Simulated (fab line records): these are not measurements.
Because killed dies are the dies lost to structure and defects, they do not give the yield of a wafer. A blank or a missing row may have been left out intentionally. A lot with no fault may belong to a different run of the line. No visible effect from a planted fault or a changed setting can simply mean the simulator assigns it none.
8D (eight disciplines) problem report, filled in by code | flow berkeley_cmos170 | the parts of the form that need people (team, actions taken, sign-off) are left out

## 1. PROBLEM STATEMENT
Across 6 wafers from 2 lots, WELLDRIVE_OXIDE_THK at UCB170_WELLDRIVE_THK_MEAS_02 averages 218.8 nm, while fault-free wafers read 201.2 nm with a standard deviation of 2.8. Measured from the usual mean, that is +6.3 standard deviations.
First observed at day 6 09:38: wafer L342.3, on film_metro-03. The record holds 42 wafers of 14 lots with a number at this step. The rule behind "out" and "out of limits": a value lying over 4 standard deviations away from the usual mean. The rest of the wafers with a number are treated as sound.

## 2. WHAT IT IS; WHAT IT IS NOT
question                    | is                           | is not
which readings at this step | WELLDRIVE_OXIDE_THK          | -
which lots                  | L342, L347                   | L330, L331, L332, L333, L334, L335, L337, L338, L339, L351, L352, L353
which wafers of those lots  | all that have a number       | -
read on which gauges        | film_metro-01, film_metro-03 | film_metro-04
when                        | from day 6 09:38             | up to then (27 sound wafers); but 9 sound wafers of L351, L352, L353 came after

## 3. SUSPECTS, AND WHAT RULES EACH OUT
Counting: a tool at any process step up to the reading remains a suspect when it ran all the lots that are out and ran no sound lot after the first of those.
- the gauge at UCB170_WELLDRIVE_THK_MEAS_02: ruled out. Those wafers that are out were read across 2 gauges (film_metro-01, film_metro-03).
- furnace-02 at UCB170_WELLDRIVE_OXIDATION_01 (target thk 199 nm, ox time 9000 s): kept. All lots that are out passed through it, beginning with L342 at day 6 06:07, and no sound lot followed; its final sound lot before that point was L334 at day 4 18:44. Its own readings are out on those wafers: spike_tc_centre_C, spike_tc_load_C, spike_tc_source_C, tube_center_temp_C, tube_center_temp_C_max.
Left after counting: furnace-02 at UCB170_WELLDRIVE_OXIDATION_01.

## 4. THE CAUSE (what the simulator had put in)
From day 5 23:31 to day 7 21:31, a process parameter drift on furnace-02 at UCB170_WELLDRIVE_OXIDATION_01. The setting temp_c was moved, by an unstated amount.
Counting left only this tool.

## 5. THE EFFECT CHAIN, in route order
One row per reading whose mean, taken over the struck wafers that have a number, lies over 3 standard deviations from the usual. Only readings for which the record gives a usual standard deviation are gone through. hours: the time from each lot's start at the first step in this table that gives one to its start at this step, as a median over the lots. sigmas: the change in usual standard deviations.
hours | step                          | reading                | usual    | on struck wafers | change | sigmas
0     | UCB170_WELLDRIVE_OXIDATION_01 | spike_tc_centre_C      | 1102.8 C | 1118.9           | +16.1  | +15
0     | UCB170_WELLDRIVE_OXIDATION_01 | spike_tc_load_C        | 1130 C   | 1148             | +18    | +6.0
0     | UCB170_WELLDRIVE_OXIDATION_01 | spike_tc_source_C      | 1126.7 C | 1143.0           | +16.3  | +13
0     | UCB170_WELLDRIVE_OXIDATION_01 | tube_center_temp_C     | 1100 C   | 1116             | +16    | +99 or more
0     | UCB170_WELLDRIVE_OXIDATION_01 | tube_center_temp_C_max | 1102.8   | 1118.4           | +15.6  | +34
4     | UCB170_WELLDRIVE_THK_MEAS_02  | WELLDRIVE_OXIDE_THK    | 201.2 nm | 218.8            | +17.6  | +6.3
Process steps it contains:
- UCB170_WELLDRIVE_OXIDATION_01: target thk 199 nm, ox time 9000 s.
At these later measuring or inspecting steps, every struck wafer for which the step has a row has a number for every such reading, and none has moved that far: UCB170_ACTIVE_OVL_MEAS_14.

## 6. HOW IT WOULD HAVE BEEN CAUGHT EARLIER
Counted from the fault's start at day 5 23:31, it took 10 hours until the first out-of-limits reading at a measuring or inspecting step in this record, taken at day 6 09:38.
At UCB170_WELLDRIVE_OXIDATION_01, the tool's own readings (spike_tc_centre_C, spike_tc_load_C, spike_tc_source_C, tube_center_temp_C, tube_center_temp_C_max) were out on each struck wafer the step has a row for, so an alarm limit on them would have fired on the first such wafer.
Of the lots that are out (2), L347 began UCB170_WELLDRIVE_OXIDATION_01 on furnace-02 after day 6 09:38. A tool hold placed at that time would have kept it from harm.
